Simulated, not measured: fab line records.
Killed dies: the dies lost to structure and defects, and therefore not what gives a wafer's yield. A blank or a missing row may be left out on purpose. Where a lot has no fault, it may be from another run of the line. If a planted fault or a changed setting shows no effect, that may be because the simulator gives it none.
fab line records || flow ritCmos
[record] {"lots": 14, "wafers": 42, "lastDay": 7}
route steps=202 shown M1@192
lots untouched by any fault: they come from a run of this same line in which no faults occurred
startH: hours from the record's opening day to when the first of the lot's shown wafers began || waitH: hours elapsed since this lot's preceding step || " same as the row above || L1.1+2: a row that stands for several wafers || - no value present, or no start provided || * or withheld: withheld || < > ~ a bound
route shown NAME@n: names a module that has steps shown in the file, with the first one's number in the route || usual: mean/standard deviation of fault-free wafers || same: alike in all rows || chamber/n: place in a boat || sites: the reading at each site || _std_site: the standard deviation of these || _edge_site: the outer-site mean with the inner-site mean subtracted || radiusMm: how far each site lies from the wafer's centre || mask NAME#n: copy n || behind: tool/chamber where the wafer was last shaped || hold: why the lot went on hold/how many hours it stayed there/how the hold came to an end || device: the n, p or np transistor that did not switch || end of line: tests run on the same wafers once the route is complete || a step without rows: its recipe alone || killed: dies lost to structure and defects at the first sort, not the wafer's yield || map: per-die view of a wafer (x killed, . not killed, _ where there is no die)
set.NAME: the run value of the setting; set.NAME@STEP: its run value at that earlier step || model.NAME: the simulator's own value behind a step, which no gauge read
steps of the route over a sample of lots; a table a step, a row a wafer
services: the hour from which a tool's chamber was out of use, counted from the record's first day as startH (under 0 if before that day), plus the number of hours and why
[[steps]]
[step RIT_M1_DEVELOP_08]
[recipe] {"resist": "NOVOLAK", "developTimeS": 68, "devTempC": 23}
[usual] {"developerTempC": "22.98/0.11"}
{"lot.wafer": "L350.2", "tool": "lithoTrack-02", "chamber": 0, "startH": 59, "waitH": "-", "developerTempC": 22.92}
{"lot.wafer": "L350.4", "tool": "lithoTrack-02", "chamber": 0, "startH": 59, "waitH": "-", "developerTempC": 22.87}
{"lot.wafer": "L350.6", "tool": "lithoTrack-02", "chamber": 0, "startH": 59, "waitH": "-", "developerTempC": 22.94}
{"lot.wafer": "L351.1", "tool": "lithoTrack-04", "chamber": 0, "startH": 63, "waitH": "-", "developerTempC": 23.07}
{"lot.wafer": "L351.3", "tool": "lithoTrack-04", "chamber": 0, "startH": 63, "waitH": "-", "developerTempC": 22.83}
{"lot.wafer": "L351.4", "tool": "lithoTrack-04", "chamber": 0, "startH": 63, "waitH": "-", "developerTempC": 23.03}
{"lot.wafer": "L352.3", "tool": "lithoTrack-01", "chamber": 0, "startH": 70, "waitH": "-", "developerTempC": 23.04}
{"lot.wafer": "L352.5", "tool": "lithoTrack-01", "chamber": 0, "startH": 70, "waitH": "-", "developerTempC": 23.01}
{"lot.wafer": "L352.6", "tool": "lithoTrack-01", "chamber": 0, "startH": 70, "waitH": "-", "developerTempC": 22.90}
{"lot.wafer": "L358.1", "tool": "lithoTrack-02", "chamber": 0, "startH": 99, "waitH": "-", "developerTempC": 23.63}
{"lot.wafer": "L358.5", "tool": "lithoTrack-02", "chamber": 0, "startH": 100, "waitH": "-", "developerTempC": 23.57}
{"lot.wafer": "L358.6", "tool": "lithoTrack-02", "chamber": 0, "startH": 100, "waitH": "-", "developerTempC": 23.60}
{"lot.wafer": "L360.1", "tool": "lithoTrack-02", "chamber": 0, "startH": 108, "waitH": "-", "developerTempC": 23.56}
{"lot.wafer": "L360.2", "tool": "lithoTrack-02", "chamber": 0, "startH": 108, "waitH": "-", "developerTempC": 23.61}
{"lot.wafer": "L360.6", "tool": "lithoTrack-02", "chamber": 0, "startH": 108, "waitH": "-", "developerTempC": 23.61}
{"lot.wafer": "L361.1", "tool": "lithoTrack-01", "chamber": 0, "startH": 113, "waitH": "-", "developerTempC": 23.06}
{"lot.wafer": "L361.4", "tool": "lithoTrack-01", "chamber": 0, "startH": 113, "waitH": "-", "developerTempC": 23.31}
{"lot.wafer": "L361.5", "tool": "lithoTrack-01", "chamber": 0, "startH": 113, "waitH": "-", "developerTempC": 23.04}
{"lot.wafer": "L364.1", "tool": "lithoTrack-04", "chamber": 0, "startH": 133, "waitH": "-", "developerTempC": 23.13}
{"lot.wafer": "L364.3", "tool": "lithoTrack-04", "chamber": 0, "startH": 133, "waitH": "-", "developerTempC": 23.13}
{"lot.wafer": "L364.4", "tool": "lithoTrack-04", "chamber": 0, "startH": 133, "waitH": "-", "developerTempC": 23.05}
{"lot.wafer": "L367.1", "tool": "lithoTrack-04", "chamber": 0, "startH": 145, "waitH": "-", "developerTempC": 22.93}
{"lot.wafer": "L367.3", "tool": "lithoTrack-04", "chamber": 0, "startH": 145, "waitH": "-", "developerTempC": 22.87}
{"lot.wafer": "L367.5", "tool": "lithoTrack-04", "chamber": 0, "startH": 145, "waitH": "-", "developerTempC": 22.93}
{"lot.wafer": "L368.2", "tool": "lithoTrack-04", "chamber": 0, "startH": 149, "waitH": "-", "developerTempC": 23.01}
{"lot.wafer": "L368.4", "tool": "lithoTrack-04", "chamber": 0, "startH": 149, "waitH": "-", "developerTempC": 22.81}
{"lot.wafer": "L368.5", "tool": "lithoTrack-04", "chamber": 0, "startH": 149, "waitH": "-", "developerTempC": 23.02}
{"lot.wafer": "L369.2", "tool": "lithoTrack-01", "chamber": 0, "startH": 163, "waitH": "-", "developerTempC": 22.76}
{"lot.wafer": "L369.3", "tool": "lithoTrack-01", "chamber": 0, "startH": 163, "waitH": "-", "developerTempC": 22.84}
{"lot.wafer": "L369.5", "tool": "lithoTrack-01", "chamber": 0, "startH": 163, "waitH": "-", "developerTempC": 22.96}
{"lot.wafer": "L370.1", "tool": "lithoTrack-04", "chamber": 0, "startH": 163, "waitH": "-", "developerTempC": 22.90}
{"lot.wafer": "L370.4", "tool": "lithoTrack-04", "chamber": 0, "startH": 163, "waitH": "-", "developerTempC": 22.89}
{"lot.wafer": "L370.5", "tool": "lithoTrack-04", "chamber": 0, "startH": 163, "waitH": "-", "developerTempC": 22.93}
{"lot.wafer": "L371.2", "tool": "lithoTrack-01", "chamber": 0, "startH": 167, "waitH": "-", "developerTempC": 23.09}
{"lot.wafer": "L371.3", "tool": "lithoTrack-01", "chamber": 0, "startH": 167, "waitH": "-", "developerTempC": 22.95}
{"lot.wafer": "L371.4", "tool": "lithoTrack-01", "chamber": 0, "startH": 167, "waitH": "-", "developerTempC": 22.93}
{"lot.wafer": "L372.1", "tool": "lithoTrack-01", "chamber": 0, "startH": 171, "waitH": "-", "developerTempC": 23.07}
{"lot.wafer": "L372.5", "tool": "lithoTrack-01", "chamber": 0, "startH": 172, "waitH": "-", "developerTempC": 22.86}
{"lot.wafer": "L372.6", "tool": "lithoTrack-01", "chamber": 0, "startH": 172, "waitH": "-", "developerTempC": 23.16}
{"lot.wafer": "L373.1", "tool": "lithoTrack-01", "chamber": 0, "startH": 176, "waitH": "-", "developerTempC": 22.94}
{"lot.wafer": "L373.2", "tool": "lithoTrack-01", "chamber": 0, "startH": 176, "waitH": "-", "developerTempC": 22.93}
{"lot.wafer": "L373.6", "tool": "lithoTrack-01", "chamber": 0, "startH": 176, "waitH": "-", "developerTempC": 23.01}
[step RIT_M1_PROBE_99]
[usual] {"defectLimitedYield": "97.5/1.1", "killed_at_M0_to_M3": "0.0/0.12", "killedAtContacts": "0.0/0.2", "killedAtFrontEnd": "6.6/2.8", "killedDies": "6.6/2.8", "killedOpen": "3.3/1.9", "killedShort": "3.2/1.8", "sort_bin_3_pad_short": "0.1/0.2", "sort_bin_5_function": "1.4/0.83", "sort_bin_6_memory": "0.9/0.55", "sortNPass": "257.4/2.8", "sortYieldPct": "97.5/1.1"}
[same] {"grossDies": 264, "killed_at_M4_up": 0, "killedAtBackSide": 0, "killedAtOther": 0}
{"lot.wafer": "L367.1", "tool": "prober-01", "chamber": "-", "startH": 149.71, "waitH": 0.1, "defectLimitedYield[%]": 99.2, "killed_at_M0_to_M3": 0, "killedAtContacts": 0, "killedAtFrontEnd": 2, "killedDies": 2, "killedOpen": 1, "killedShort": 1, "sort_bin_3_pad_short[%]": 0, "sort_bin_5_function[%]": 0.4, "sort_bin_6_memory[%]": 0.4, "sortNPass": 262.0, "sortYieldPct[%]": 99.2}
{"lot.wafer": "L367.3", "tool": "prober-01", "chamber": "-", "startH": 149.81, "waitH": 0.2, "defectLimitedYield[%]": 98.1, "killed_at_M0_to_M3": 1, "killedAtContacts": 0, "killedAtFrontEnd": 4, "killedDies": 5, "killedOpen": 1, "killedShort": 4, "sort_bin_3_pad_short[%]": 0.4, "sort_bin_5_function[%]": 0.4, "sort_bin_6_memory[%]": 1.1, "sortNPass": 259.0, "sortYieldPct[%]": 98.1}
{"lot.wafer": "L367.5", "tool": "prober-01", "chamber": "-", "startH": 149.91, "waitH": 0.2, "defectLimitedYield[%]": 96.6, "killed_at_M0_to_M3": 0, "killedAtContacts": 0, "killedAtFrontEnd": 9, "killedDies": 9, "killedOpen": 8, "killedShort": 1, "sort_bin_3_pad_short[%]": 0, "sort_bin_5_function[%]": 1.9, "sort_bin_6_memory[%]": 1.5, "sortNPass": 255.0, "sortYieldPct[%]": 96.6}
{"lot.wafer": "L369.2", "tool": "prober-01", "chamber": "-", "startH": 166.19, "waitH": 0.1, "defectLimitedYield[%]": 97.0, "killed_at_M0_to_M3": 0, "killedAtContacts": 1, "killedAtFrontEnd": 7, "killedDies": 8, "killedOpen": 3, "killedShort": 5, "sort_bin_3_pad_short[%]": 0, "sort_bin_5_function[%]": 1.5, "sort_bin_6_memory[%]": 1.5, "sortNPass": 256.0, "sortYieldPct[%]": 97.0}
{"lot.wafer": "L369.3", "tool": "prober-01", "chamber": "-", "startH": 166.24, "waitH": 0.2, "defectLimitedYield[%]": 98.9, "killed_at_M0_to_M3": 0, "killedAtContacts": 0, "killedAtFrontEnd": 3, "killedDies": 3, "killedOpen": 1, "killedShort": 2, "sort_bin_3_pad_short[%]": 0, "sort_bin_5_function[%]": 0.8, "sort_bin_6_memory[%]": 0.4, "sortNPass": 261.0, "sortYieldPct[%]": 98.9}
{"lot.wafer": "L369.5", "tool": "prober-01", "chamber": "-", "startH": 166.34, "waitH": 0.2, "defectLimitedYield[%]": 97.0, "killed_at_M0_to_M3": 0, "killedAtContacts": 0, "killedAtFrontEnd": 8, "killedDies": 8, "killedOpen": 4, "killedShort": 4, "sort_bin_3_pad_short[%]": 0, "sort_bin_5_function[%]": 1.9, "sort_bin_6_memory[%]": 1.1, "sortNPass": 256.0, "sortYieldPct[%]": 97.0}
// killed by level:class
L367.1 ACTIVE:geometricParticle:open=1 GATE:geometricParticle:short=1
L367.3 GATE:geometricParticle:short=3 SPACER:geometricParticle:open=1 M1:geometricParticle:short=1
L367.5 GATE:geometricParticle:open=4 SPACER:geometricParticle:open=4 REOX:geometricParticle:short=1
L369.2 GATE:geometricParticle:short=3 FOX1:geometricParticle:short=1 FOX1:geometricParticle:open=1 GATE:geometricParticle:open=1 REOX:geometricParticle:short=1 CONTACT:geometricParticle:open=1
L369.3 GATE:geometricParticle:short=2 GATE:geometricParticle:open=1
L369.5 GATE:geometricParticle:short=2 SPACER:geometricParticle:open=2 FOX2:geometricParticle:open=1 FOX2:geometricParticle:short=1 REOX:geometricParticle:open=1 SPACER:geometricParticle:short=1
[[services]]
{"tool": "lithoTrack-01", "chamber": "-", "startH": 55.49, "hours": "-", "kind": "consumableReplace:filter"}
[[key]]
[firstSign] {"step": "RIT_M1_DEVELOP_08", "reading": "developerTempC", "direction": "up", "sigmas": 5.5, "usual": "*", "struck": "*"}
effect none on later readings
metAt RIT_M1_DEVELOP_08
struckLots L358,L360
[loopTrim] {"step": "RIT_M1_EXPOSE_06", "setting": "dose", "lots": "L360"}
onsetBetween 59 99
[fault] {"kind": "processParameterDrift", "tool": "lithoTrack-02", "chamber": "-", "onsetH": 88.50, "steps": "RIT_M1_DEVELOP_08", "channel": "devTempC", "offset": "*", "shape": "step", "endH": 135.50, "actsIn": "*", "stated": "*"}
// loopTrim: a control loop set the setting to another value than it would have without faults
